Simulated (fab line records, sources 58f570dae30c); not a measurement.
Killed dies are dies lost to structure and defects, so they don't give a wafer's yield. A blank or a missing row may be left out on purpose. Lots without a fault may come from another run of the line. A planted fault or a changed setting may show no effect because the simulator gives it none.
Problem report in the 8D (eight disciplines) form, filled by code | flow berkeley_cmos170 | the parts of the form that need people (team, actions taken, sign-off) are left out

1. THE PROBLEM
M3_AL_RS at UCB170_M3_RS_MEAS_02 reads a mean of 0.0369 ohm/sq on 2 wafers of 2 lots; wafers without a fault read 0.0320 ohm/sq with a standard deviation of 0.00034. That is +15 standard deviations from the usual mean.
The step: measures by four-point-probe.
First seen on wafer L984.1, day 11 17:41, on film_metro-03. The record holds 18 wafers of 6 lots with a number at this step. Rule for "out", or "out of limits": more than 4 standard deviations from the usual mean. The other wafers with a number count as sound.

2. WHAT IT IS AND WHAT IT IS NOT
question                    | is                           | is not
which readings at this step | M3_AL_RS                     | -
which lots                  | L984, L986                   | L975, L992, L993, L995
which wafers of those lots  | L984.1, L986.3               | L984.3, L984.6, L986.2, L986.5
read on which gauges        | film_metro-03, film_metro-04 | film_metro-01
when                        | from day 11 17:41            | up to then (5 sound wafers); but 11 sound wafers of L986, L992, L993, L995 came after

3. SUSPECTS, AND WHAT RULES EACH OUT
Counting: a tool at a process step up to the reading stays a suspect if it ran every lot that is out. Sound lots after the first of them don't rule it out here, since some wafers of a struck lot are sound.
- the gauge at UCB170_M3_RS_MEAS_02: ruled out. The wafers that are out were read on 2 gauges (film_metro-03, film_metro-04).
- rie_diel-03 at UCB170_V2_ETCH_14 (etches SiO2 in CHF3/CF4/Ar, stops on Al, target depth 1250 nm, time 291 s): kept. It ran every lot that is out, first L984 (day 11 17:08); its last sound lot up to then is L975 (day 9 14:59).
- plasma_asher-03 at UCB170_V2_STRIP_15 (strips in O2): kept. It ran every lot that is out, first L984 (day 11 17:19).
- pvd_sputter-01 at UCB170_M3_SPUTTER_01 (material Al, target thk 900 nm, time 120 s): kept. It ran every lot that is out, first L984 (day 11 17:37).
- Within rie_diel-03 at UCB170_V2_ETCH_14: the wafers that are out ran in chamber 0; their sound lot-mates ran in chambers 1, 3.
Left after counting: rie_diel-03 at UCB170_V2_ETCH_14, plasma_asher-03 at UCB170_V2_STRIP_15, pvd_sputter-01 at UCB170_M3_SPUTTER_01.

4. THE CAUSE (what the simulator had put in)
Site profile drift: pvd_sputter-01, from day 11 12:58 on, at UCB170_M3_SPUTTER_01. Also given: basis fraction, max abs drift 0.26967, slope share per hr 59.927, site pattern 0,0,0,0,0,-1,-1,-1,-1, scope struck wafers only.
Counting left 3 suspects, and this tool is among them.

5. THE CHAIN OF EFFECTS, in route order
Each row: a reading whose mean over the struck wafers that have a number lies more than 3 standard deviations from the usual. Only readings for which the record gives a usual standard deviation are gone through. hours: the time from each lot's start at the first step in this table that gives one to its start at this step, as a median over the lots. sigmas: the change in usual standard deviations.
hours | step                    | reading        | usual         | on struck wafers | change  | sigmas
0     | UCB170_M3_RS_MEAS_02    | M3_AL_RS       | 0.0320 ohm/sq | 0.0369           | +0.0049 | +15
0     | UCB170_M3_THK_MEAS_03   | M3_AL_THK      | 891 nm        | 790              | -100    | -8.4
3     | UCB170_M3_METAL_ETCH_18 | oes_product_au | 0.859 a.u.    | 0.804            | -0.055  | -3.4
The process steps in it:
- UCB170_M3_METAL_ETCH_18: etches Al in Cl2/BCl3, stops on SiO2, target depth 1170 nm, time 203.7 s.
Later measuring or inspecting steps at which every struck wafer that the step has a row for has a number for every such reading, and none has moved that far: UCB170_M3_CD_MEAS_15, UCB170_M3_OVL_MEAS_16.

6. WHAT WOULD HAVE CAUGHT IT SOONER
In this record the first reading out of limits at a measuring or inspecting step was taken at day 11 17:41, 5 hours after the fault began at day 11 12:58.
Of the tool readings at UCB170_M3_SPUTTER_01 for which the record gives a usual standard deviation, none was out on any struck wafer, so an alarm limit of 4 standard deviations on them would not have fired.
Of the lots that are out (2), L986 began UCB170_M3_SPUTTER_01 on pvd_sputter-01 after day 11 17:41. A hold on the tool at that time would have spared it.
